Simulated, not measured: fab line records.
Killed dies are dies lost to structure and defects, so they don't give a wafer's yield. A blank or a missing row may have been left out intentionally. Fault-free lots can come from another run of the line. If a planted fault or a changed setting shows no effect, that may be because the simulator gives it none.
Comparing a struck lot with a sound one || flow berkeley cmos170 || 15 steps out of a route of 331
Sound: wafers L218.2, L218.5, L218.6. The struck wafers were L222.2, L222.5, L222.6. At the end, the cause is stated.
Each step with rows lists, per side, the tool, then ch with its chambers, then its first start. Under that, the readings that differ: sound wafers || struck wafers || difference of the means || sigmas: that difference in standard deviations of wafers without a fault.
alike: same words and numbers on both sides, and readings whose means sit less than 2 such deviations apart. not compared: any withheld reading, any reading some wafer has no value for, any bound like >300 that may hide the same value, and any number with overlapping values for which the record gives no deviation.
The two part at a step that has a row with sigmas, a row that says differs or no value, or rows on one side only. Numbers that have no deviation but don't overlap get no sigmas and don't part them. A reading missing from all wafers of one side parts the sides only when that side holds two or more wafers.

first, 4 steps without rows for these wafers: UCB170_NWELL_SOFTBAKE_08 (time 60 s); UCB170_NWELL_EXPOSE_09 (exposes mask NWELL, target cd 3000 nm); UCB170_NWELL_PEB_10; UCB170_NWELL_DEVELOP_11 (develop time 45 s).
UCB170_NWELL_OVL_MEAS_12:
  sound on overlay-02 at day 3 02:37; struck on overlay-01 at day 3 21:41
  alike: NWELL_OVL
UCB170_NWELL_ETCH_13: etches Si3N4 in CH3F/Ar/O2, stops on SiO2, target depth 246.4 nm, time 154 s.
  sound on rie diel-04 ch 1,2, day 3 02:39; struck on rie diel-02 ch 0,1, day 3 21:43
  alike: drypump motor current A, mfc ar sccm, oes product au, throttle valve pct
  not compared: rf hours counter h
next, for these wafers, 1 step has no rows: UCB170_NWELL_IMPLANT_14.
UCB170_NWELL_STRIP_15: strips in O2.
  sound on plasma asher-02 ch 0,1, day 3 02:55; struck on plasma asher-04 ch 0,1, day 3 21:58
  alike: drypump motor current A, oes product au, strip time to endpoint s
  not compared: rf hours counter h
UCB170_NWELL_TW_MEAS_16:
  sound on film metro-01 at day 3 03:01; struck on film metro-03 at day 3 22:04
  alike: NWELL_TW
then, 3 steps without rows for these wafers: UCB170_NWELL_CLEAN_17 (cleans in SPM, time 600 s); UCB170_NWELL_WET_ETCH_18 (etches Si3N4 in H3PO4, time 14400 s); UCB170_NWELL_WET_ETCH_19 (etches SiO2 in BOE, time 22 s).
UCB170_PWELL_CLEAN_00: cleans in SPM, time 600 s.
  sound on wet bench-04 ch 0, day 3 07:33; struck on wet bench-01 ch 0, day 4 03:10
  no value came back on the struck wafers for bath guard temp C (C), bath heat duty pct (%); on the sound wafers bath guard temp C (C) reads 120.6 120.5 120.3
then, 1 step without rows for these wafers: UCB170_PWELL_CLEAN_01 (cleans in dHF, time 60 s).
-- the record jumps here: 6 days lie between the struck wafers' starts before and after (it left off in module PWELL and takes up again in module M3, whose first step shown is number 331 of the route) --
UCB170_M3_PROBE_99:
  only the struck wafers here have rows in the record (prober-02, day 10 01:11); the sound ones have none

## WHERE THEY PART
First at UCB170_PWELL_CLEAN_00; last, within this record, at UCB170_M3_PROBE_99.

WHY: what the simulator had put in
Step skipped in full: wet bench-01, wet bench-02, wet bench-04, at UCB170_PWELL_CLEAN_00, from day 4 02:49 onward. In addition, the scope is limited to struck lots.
